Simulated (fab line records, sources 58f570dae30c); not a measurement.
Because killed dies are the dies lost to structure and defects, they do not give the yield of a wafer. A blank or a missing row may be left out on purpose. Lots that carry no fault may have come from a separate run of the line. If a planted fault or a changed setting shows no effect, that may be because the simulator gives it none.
fab line records ; flow berkeley_cmos170
record lots=14; wafers=42; last_day=13
route steps=331 shown NSD@195
lots that met no fault: taken from a fault-free run of the same line
start_h: start of the lot's first displayed wafer, in hours after the record's first day ; wait_h: hours elapsed since this lot's preceding step ; " the same as in the row above ; L1.1+2: a row that stands for several wafers ; - either no value or no given start ; * or withheld: withheld ; < > ~ a bound
route shown NAME@n: a module of which the file shows steps, and the number in the route of the first ; usual: mean and standard deviation over wafers with no fault ; same: alike in all rows ; chamber/n: place in a boat ; sites: readings site by site ; _std_site: the values' standard deviation ; _edge_site: the outer-site mean with the inner-site mean subtracted ; radius_mm: for every site, how far away it sits from the centre of the wafer ; mask NAME#n: copy n ; behind: the last tool/chamber to shape the wafer ; hold: reason for holding the lot/hours on hold/outcome of the hold ; device: transistor that didn't switch, given as n, p or np ; end of line: the route-end tests of the same wafers ; step lacking rows: just its recipe ; killed: the dies lost at the first sort to structure and to defects; this is not the yield of the wafer ; map: shows each die of a wafer: x if killed, . if not, _ if none is there
set.NAME: the setting that was run; set.NAME@STEP: the one run at that earlier step ; model.NAME: the simulator's own value behind a step, which no gauge read
a sample of lots followed through the steps of the route, with each step as a table and each wafer as a row
services: from which hour (start_h, from the record's first day; less than 0 if before it) a tool's chamber was out of use, for how many hours, and why
## steps
# step UCB170_NSD_IMPLANT_08
# recipe species=P; dose_cm2=3e+15; energy_kev=40; tilt_deg=7
# usual beam_on_s=10.02/0.21; end_station_pressure_torr=1.25e-05/6.6e-07; faraday_current_uA=9242/190
lot.wafer;tool;chamber;start_h;wait_h;beam_on_s;end_station_pressure_torr;faraday_current_uA
L422.2;implanter-01;0;161.60;0.0;9.77;1.27e-05;9427
L422.3;implanter-01;0;161.60;0.0;9.90;1.34e-05;9375
L422.6;implanter-01;0;161.60;0.0;10.06;1.27e-05;9195
L424.1;implanter-03;0;172.32;0.0;10.07;1.24e-05;9214
L424.4;implanter-03;0;172.32;0.0;9.97;1.34e-05;9296
L424.5;implanter-03;0;172.32;0.0;9.86;1.24e-05;9361
L423.3;implanter-01;0;172.49;0.1;9.90;1.32e-05;9396
L423.4;implanter-01;0;172.49;0.1;10.14;1.27e-05;9106
L423.6;implanter-01;0;172.49;0.1;9.80;1.19e-05;9430
L427.1;implanter-03;0;188.17;0.0;10.07;1.21e-05;9172
L427.2;implanter-03;0;188.17;0.0;10.16;1.25e-05;9136
L427.4;implanter-03;0;188.17;0.0;10.33;1.42e-05;8951
L425.3;implanter-01;0;188.64;0.1;9.70;1.28e-05;9503
L425.5;implanter-01;0;188.64;0.1;10.36;1.27e-05;8914
L425.6;implanter-01;0;188.64;0.1;9.85;1.31e-05;9408
L428.1;implanter-03;0;195.49;0.0;12.81;0.0001007;7511
L428.3;implanter-03;0;195.49;0.0;13.96;9.69e-05;6899
L428.4;implanter-03;0;195.49;0.0;13.88;0.0001056;6934
L430.2;implanter-02;0;211.19;0.0;10.05;1.2e-05;9281
L430.3;implanter-02;0;211.19;0.0;10.46;1.25e-05;8888
L430.4;implanter-02;0;211.19;0.0;10.06;1.25e-05;9183
L431.2;implanter-03;0;223.37;0.0;12.99;9.54e-05;7371
L431.3;implanter-03;0;223.37;0.0;13.55;0.0001006;7117
L431.5;implanter-03;0;223.37;0.0;13.36;0.000103;7207
L436.1;implanter-01;0;228.86;0.0;10.14;1.43e-05;9136
L436.5;implanter-01;0;228.86;0.0;10.07;1.17e-05;9185
L436.6;implanter-01;0;228.86;0.0;10.19;1.33e-05;9121
L437.1;implanter-02;0;246.47;0.0;10.04;1.14e-05;9246
L437.5;implanter-02;0;246.47;0.0;9.83;1.4e-05;9409
L437.6;implanter-02;0;246.47;0.0;10.23;1.14e-05;9039
L439.2;implanter-01;0;254.14;0.0;9.81;1.27e-05;9470
L439.3;implanter-01;0;254.14;0.0;10.06;1.14e-05;9188
L439.5;implanter-01;0;254.14;0.0;9.92;1.32e-05;9323
L440.3;implanter-02;0;254.86;0.1;9.90;1.33e-05;9295
L440.4;implanter-02;0;254.86;0.1;10.10;1.19e-05;9153
L440.6;implanter-02;0;254.86;0.1;9.93;1.33e-05;9338
L442.1;implanter-02;0;261.76;0.0;10.51;1.28e-05;8811
L442.2;implanter-02;0;261.76;0.0;10.32;1.27e-05;8931
L442.4;implanter-02;0;261.76;0.0;10.17;1.23e-05;9114
L445.1;implanter-01;0;285.35;0.0;9.95;1.22e-05;9298
L445.2;implanter-01;0;285.35;0.0;10.07;1.33e-05;9211
L445.3;implanter-01;0;285.35;0.0;10.35;1.19e-05;8944
# step UCB170_NSD_STRIP_09
# recipe chemistry=O2; power_w=400; pressure_mtorr=3500; platen_temp_c=withheld; o2_flow_sccm=400; overash_fraction=0.5
# usual drypump_motor_current_A=5.6/0.59; oes_product_au=0.535/0.0044; strip_time_to_endpoint_s=36.01/0.078
# same overash_fraction=0.5
lot.wafer;tool;chamber;start_h;wait_h;drypump_motor_current_A;oes_product_au;rf_hours_counter_h;strip_time_to_endpoint_s
L422.2;plasma_asher-03;1;161.72;0.1;5.2;0.535;39;36.04
L422.3;plasma_asher-03;1;161.72;0.1;5.2;0.534;-;36.01
L422.6;plasma_asher-03;0;161.72;0.1;4.8;0.527;-;36.05
L424.1;plasma_asher-04;0;172.47;0.1;6.3;0.534;39;35.91
L424.4;plasma_asher-04;1;172.47;0.1;5.7;0.527;-;35.94
L424.5;plasma_asher-04;1;172.47;0.1;5.7;0.536;-;35.94
L423.3;plasma_asher-02;0;172.62;0.1;5.7;0.539;-;36.00
L423.4;plasma_asher-02;1;172.62;0.1;6.5;0.532;-;35.89
L423.6;plasma_asher-02;0;172.62;0.1;5.7;0.533;-;36.00
L427.1;plasma_asher-03;0;188.32;0.1;4.8;0.527;41;35.91
L427.2;plasma_asher-03;1;188.32;0.1;5.2;0.530;41;35.94
L427.4;plasma_asher-03;0;188.32;0.1;4.8;0.538;-;35.93
L425.3;plasma_asher-02;1;188.77;0.1;6.5;0.540;-;36.04
L425.5;plasma_asher-02;1;188.77;0.1;6.5;0.535;-;36.01
L425.6;plasma_asher-02;0;188.77;0.1;5.7;0.532;-;35.98
L428.1;plasma_asher-04;1;195.64;0.1;5.7;0.507;41;39.00
L428.3;plasma_asher-04;0;195.64;0.1;6.3;0.510;-;39.11
L428.4;plasma_asher-04;1;195.64;0.1;5.7;0.507;-;39.08
L430.2;plasma_asher-04;0;211.32;0.1;6.3;0.540;42;35.91
L430.3;plasma_asher-04;1;211.32;0.1;5.7;0.543;-;35.92
L430.4;plasma_asher-04;0;211.32;0.1;6.3;0.535;-;35.91
L431.2;plasma_asher-04;0;223.50;0.1;6.3;0.511;44;39.13
L431.3;plasma_asher-04;1;223.50;0.1;5.7;0.505;-;39.11
L431.5;plasma_asher-04;1;223.50;0.1;5.7;0.516;-;39.09
L436.1;plasma_asher-03;1;229.01;0.1;5.2;0.540;45;35.96
L436.5;plasma_asher-03;0;229.01;0.1;4.8;0.536;-;36.05
L436.6;plasma_asher-03;1;229.01;0.1;5.2;0.533;-;36.01
L437.1;plasma_asher-03;0;246.62;0.1;4.8;0.537;47;35.90
L437.5;plasma_asher-03;0;246.62;0.1;4.8;0.537;-;35.90
L437.6;plasma_asher-03;1;246.62;0.1;5.2;0.540;-;35.96
L439.2;plasma_asher-03;0;254.27;0.1;4.8;0.540;48;36.03
L439.3;plasma_asher-03;0;254.27;0.1;4.8;0.538;-;36.02
L439.5;plasma_asher-03;1;254.27;0.1;5.2;0.539;-;36.03
L440.3;plasma_asher-03;1;254.99;0.1;5.2;0.537;-;35.91
L440.4;plasma_asher-03;0;254.99;0.1;4.8;0.532;-;35.99
L440.6;plasma_asher-03;1;254.99;0.1;5.1;0.540;-;35.93
L442.1;plasma_asher-03;0;261.91;0.1;4.8;0.524;49;36.02
L442.2;plasma_asher-03;1;261.91;0.1;5.2;0.532;49;35.99
L442.4;plasma_asher-03;1;261.91;0.1;5.2;0.544;-;36.02
L445.1;plasma_asher-03;0;285.50;0.1;4.8;0.532;52;36.04
L445.2;plasma_asher-03;1;285.50;0.1;5.2;0.539;52;36.01
L445.3;plasma_asher-03;1;285.50;0.1;5.2;0.533;-;36.07
# step UCB170_NSD_TW_MEAS_10
# usual NSD_TW=4183/31
lot.wafer;tool;chamber;start_h;wait_h;NSD_TW
L422.2;film_metro-04;-;161.83;0.1;4149
L422.3;film_metro-04;-;161.83;0.1;4129
L422.6;film_metro-04;-;161.83;0.1;4141
L424.1;film_metro-02;-;172.57;0.1;4214
L424.4;film_metro-02;-;172.57;0.1;4220
L424.5;film_metro-02;-;172.57;0.1;4226
L423.3;film_metro-02;-;172.71;0.1;4218
L423.4;film_metro-02;-;172.71;0.1;4220
L423.6;film_metro-02;-;172.71;0.1;4209
L427.1;film_metro-01;-;188.42;0.1;4192
L427.2;film_metro-01;-;188.42;0.1;4180
L427.4;film_metro-01;-;188.42;0.1;4205
L425.3;film_metro-04;-;188.86;0.1;4161
L425.5;film_metro-04;-;188.86;0.1;4173
L425.6;film_metro-04;-;188.86;0.1;4159
L428.1;film_metro-01;-;195.74;0.1;4321
L428.3;film_metro-01;-;195.74;0.1;4305
L428.4;film_metro-01;-;195.74;0.1;4314
L430.2;film_metro-04;-;211.43;0.1;4148
L430.3;film_metro-04;-;211.43;0.1;4132
L430.4;film_metro-04;-;211.43;0.1;4126
L431.2;film_metro-04;-;223.61;0.1;4276
L431.3;film_metro-04;-;223.61;0.1;4270
L431.5;film_metro-04;-;223.61;0.1;4256
L436.1;film_metro-02;-;229.11;0.1;4187
L436.5;film_metro-02;-;229.11;0.1;4159
L436.6;film_metro-02;-;229.11;0.1;4186
L437.1;film_metro-01;-;246.72;0.1;4228
L437.5;film_metro-01;-;246.72;0.1;4216
L437.6;film_metro-01;-;246.72;0.1;4226
L439.2;film_metro-01;-;254.38;0.1;4237
L439.3;film_metro-01;-;254.38;0.1;4241
L439.5;film_metro-01;-;254.38;0.1;4233
L440.3;film_metro-02;-;255.08;0.1;4227
L440.4;film_metro-02;-;255.08;0.1;4190
L440.6;film_metro-02;-;255.08;0.1;4217
L442.1;film_metro-02;-;262.01;0.1;4225
L442.2;film_metro-02;-;262.01;0.1;4211
L442.4;film_metro-02;-;262.01;0.1;4206
L445.1;film_metro-01;-;285.60;0.1;4194
L445.2;film_metro-01;-;285.60;0.1;4208
L445.3;film_metro-01;-;285.60;0.1;4223
# step UCB170_SDANNEAL_RS_MEAS_03
# recipe thk_meas_gauge=four-point-probe
# usual NSD_RS=37.22/0.077
lot.wafer;tool;chamber;start_h;wait_h;NSD_RS[ohm/sq]
L422.2;film_metro-02;-;163.15;0.1;37.23
L422.3;film_metro-02;-;163.15;0.1;37.25
L422.6;film_metro-02;-;163.15;0.1;37.28
L424.1;film_metro-04;-;173.95;0.1;37.16
L424.4;film_metro-04;-;173.95;0.1;37.16
L424.5;film_metro-04;-;173.95;0.1;37.19
L423.3;film_metro-01;-;173.95;0.1;37.23
L423.4;film_metro-01;-;173.95;0.1;37.22
L423.6;film_metro-01;-;173.95;0.1;37.27
L427.1;film_metro-01;-;189.82;0.1;37.28
L427.2;film_metro-01;-;189.82;0.1;37.32
L427.4;film_metro-01;-;189.82;0.1;37.26
L425.3;film_metro-02;-;190.11;0.1;37.31
L425.5;film_metro-02;-;190.11;0.1;37.35
L425.6;film_metro-02;-;190.11;0.1;37.33
L428.1;film_metro-02;-;196.94;0.1;33.08
L428.3;film_metro-02;-;196.94;0.1;33.13
L428.4;film_metro-02;-;196.94;0.1;33.00
L430.2;film_metro-02;-;213.12;0.1;37.32
L430.3;film_metro-02;-;213.12;0.1;37.26
L430.4;film_metro-02;-;213.12;0.1;37.33
L431.2;film_metro-04;-;224.82;0.1;33.07
L431.3;film_metro-04;-;224.82;0.1;32.98
L431.5;film_metro-04;-;224.82;0.1;32.91
L436.1;film_metro-04;-;233.43;0.1;37.23
L436.5;film_metro-04;-;233.43;0.1;37.17
L436.6;film_metro-04;-;233.43;0.1;37.16
L437.1;film_metro-01;-;248.34;0.1;37.25
L437.5;film_metro-01;-;248.34;0.1;37.28
L437.6;film_metro-01;-;248.34;0.1;37.27
L439.2;film_metro-04;-;255.78;0.1;37.19
L439.3;film_metro-04;-;255.78;0.1;37.30
L439.5;film_metro-04;-;255.78;0.1;37.26
L440.3;film_metro-04;-;256.52;0.1;37.12
L440.4;film_metro-04;-;256.52;0.1;37.07
L440.6;film_metro-04;-;256.52;0.1;37.26
L442.1;film_metro-02;-;263.46;0.1;37.14
L442.2;film_metro-02;-;263.46;0.1;37.21
L442.4;film_metro-02;-;263.46;0.1;37.17
L445.1;film_metro-02;-;286.83;0.1;37.21
L445.2;film_metro-02;-;286.83;0.1;37.21
L445.3;film_metro-02;-;286.83;0.1;37.25
## services
tool;chamber;start_h;hours;kind
implanter-03;-;145.18;1.7;repair
implanter-01;-;158.76;1.0;repair
implanter-02;-;168.64;4.4;pm
plasma_asher-03;-;174.90;2.8;pm
plasma_asher-04;-;184.38;2.9;repair
implanter-03;-;208.27;3.2;repair
implanter-03;-;219.94;3.4;repair
implanter-01;-;236.75;3.2;pm
plasma_asher-03;-;258.49;1.6;repair
plasma_asher-04;-;284.63;1.3;repair
## key
first_sign step=UCB170_NSD_IMPLANT_08; reading=end_station_pressure_torr; direction=up; sigmas=99+; usual=1.25e-05; struck=0.0001004
effect step=UCB170_NSD_IMPLANT_08; reading=beam_on_s; direction=up; sigmas=16; usual=10.02; struck=13.42
effect step=UCB170_NSD_STRIP_09; reading=strip_time_to_endpoint_s; direction=up; sigmas=39; usual=*; struck=*
effect step=UCB170_NSD_TW_MEAS_10; reading=NSD_TW; direction=up; sigmas=3.5; usual=4183; struck=4290
effect step=UCB170_SDANNEAL_RS_MEAS_03; reading=NSD_RS; direction=down; sigmas=54; usual=37.22; struck=33.03
met_at UCB170_NSD_IMPLANT_08
struck_lots L428,L431
tester_left_out L428,L431
onset_between 188.17 195.49
fault kind=process_parameter_drift; tool=implanter-03; chamber=-; onset_h=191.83; steps=UCB170_NSD_IMPLANT_08; channel=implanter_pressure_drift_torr; offset=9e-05; shape=step; end_h=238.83
fault kind=process_parameter_drift; tool=implanter-03; chamber=-; onset_h=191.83; steps=UCB170_NSD_IMPLANT_08; channel=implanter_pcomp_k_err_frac; offset=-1; shape=step; end_h=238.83
# tester_left_out: of these lots the tester's yield and bins aren't shown, on N5 and GAA mostly nor the transistor test; their killed dies are dies lost to structure and defects alone, not to doping, threshold or leakage, so they don't give the yield
